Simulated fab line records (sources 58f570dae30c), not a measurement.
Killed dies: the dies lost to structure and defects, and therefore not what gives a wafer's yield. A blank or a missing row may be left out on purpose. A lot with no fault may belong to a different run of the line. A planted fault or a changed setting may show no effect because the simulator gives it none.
Check for tools in common    flow berkeley cmos170    Lots sampled 14, wafers sampled 42

WHY IT WAS OPENED
At UCB170_NVT_TW_MEAS_09 the reading NVT_TW is flagged on 2 of 14 lots. Fault-free wafers read 522, with a standard deviation of 4.4.
Rule: a lot gets a flag if all its wafers with a number sit over 4 standard deviations from that mean, or if no wafer of it has a number. All remaining lots are regarded as sound.

lot   measured      on             NVT_TW, wafer by wafer  flag
L860  day 6 13:30   film metro-02  515 514 514             
L862  day 7 02:57   film metro-01  524 525 524             
L864  day 7 03:16   film metro-01  527 526 524             
L867  day 7 15:25   film metro-02  514 513 518             
L865  day 7 16:26   film metro-01  526 524 522             
L868  day 8 03:26   film metro-04  528 524 526             
L870  day 8 12:32   film metro-02  460 461 462             FLAGGED
L869  day 8 13:07   film metro-01  468 469 469             FLAGGED
L875  day 9 03:15   film metro-01  520 520 525             
L876  day 9 19:42   film metro-02  512 513 512             
L879  day 10 09:32  film metro-02  518 518 517             
L880  day 10 09:48  film metro-04  524 527 525             
L881  day 10 21:28  film metro-02  519 520 517             
L882  day 10 21:44  film metro-01  522 522 522             
Average over the flagged lots: 465; offset from the usual -57, equal to -13 standard deviations.

TOOL THAT RAN EACH LOT
Before the reading, the record contains 2 process steps out of a 331-step route. Each cell gives the tool, then ch followed by the chambers the sampled wafers passed through, then the start.
lot   flag     UCB170_ACTIVE_STRIP_16               UCB170_NVT_IMPLANT_07
L860           plasma asher-02 ch 0,1, day 4 16:17  implanter-02 ch 0, day 6 13:15
L862           plasma asher-04 ch 0,1, day 5 15:58  implanter-02 ch 0, day 7 02:42
L864           plasma asher-02 ch 0,1, day 5 16:01  implanter-04 ch 0, day 7 03:01
L867           plasma asher-04 ch 0,1, day 6 07:55  implanter-02 ch 0, day 7 15:10
L865           plasma asher-01 ch 0,1, day 6 07:14  implanter-02 ch 0, day 7 16:12
L868           plasma asher-04 ch 0,1, day 6 14:06  implanter-04 ch 0, day 8 03:12
L870  FLAGGED  plasma asher-04 ch 0,1, day 6 21:35  implanter-04 ch 0, day 8 12:19
L869  FLAGGED  plasma asher-01 ch 0,1, day 6 21:48  implanter-04 ch 0, day 8 12:52
L875           plasma asher-04 ch 0, day 7 13:47    implanter-01 ch 0, day 9 03:00
L876           plasma asher-01 ch 1, day 8 08:04    implanter-02 ch 0, day 9 19:28
L879           plasma asher-04 ch 0,1, day 8 18:26  implanter-02 ch 0, day 10 09:18
L880           plasma asher-02 ch 0,1, day 8 18:20  implanter-01 ch 0, day 10 09:33
L881           plasma asher-02 ch 0,1, day 9 05:22  implanter-02 ch 0, day 10 21:13
L882           plasma asher-04 ch 0,1, day 9 12:17  implanter-01 ch 0, day 10 21:31
What these steps do:
- UCB170_ACTIVE_STRIP_16: strips in O2.
- UCB170_NVT_IMPLANT_07
- UCB170_NVT_TW_MEAS_09

FLAGGED OVER TOTAL, TOOL BY TOOL (the gauges that took the reading come last)
step                    tool             lots run  flagged  share of the flagged lots  sound lots run after its first flagged lot
UCB170_ACTIVE_STRIP_16  plasma asher-01  3         1        some                       1 (L876)
UCB170_ACTIVE_STRIP_16  plasma asher-02  4         0        none                       -
UCB170_ACTIVE_STRIP_16  plasma asher-04  7         1        some                       3 (L875,L879,L882)
UCB170_NVT_IMPLANT_07   implanter-01     3         0        none                       -
UCB170_NVT_IMPLANT_07   implanter-02     7         0        none                       -
UCB170_NVT_IMPLANT_07   implanter-04     4         2        all                        0
UCB170_NVT_TW_MEAS_09   film metro-01    6         1        some                       2 (L875,L882)
UCB170_NVT_TW_MEAS_09   film metro-02    6         1        some                       3 (L876,L879,L881)
UCB170_NVT_TW_MEAS_09   film metro-04    2         0        none                       -

WHAT THE TABLE PERMITS
In the table, 1 row covers all flagged lots: implanter-04 at UCB170_NVT_IMPLANT_07.
- implanter-04 at UCB170_NVT_IMPLANT_07: 2 of its 4 lots flagged. Last sound lot L868 at day 8 03:12, first flagged lot L870 at day 8 12:19; a fault beginning in between fits. Its own readings lie more than 4 standard deviations out on every wafer of the flagged lots: beam energy keV.
One tool is left: implanter-04 at UCB170_NVT_IMPLANT_07.

WHAT THE SIMULATOR PUT IN
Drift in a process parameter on implanter-04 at UCB170_NVT_IMPLANT_07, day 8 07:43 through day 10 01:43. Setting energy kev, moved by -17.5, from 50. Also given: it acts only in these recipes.
Shown lots that were struck: L870, L869. This agrees with what the rule above found.
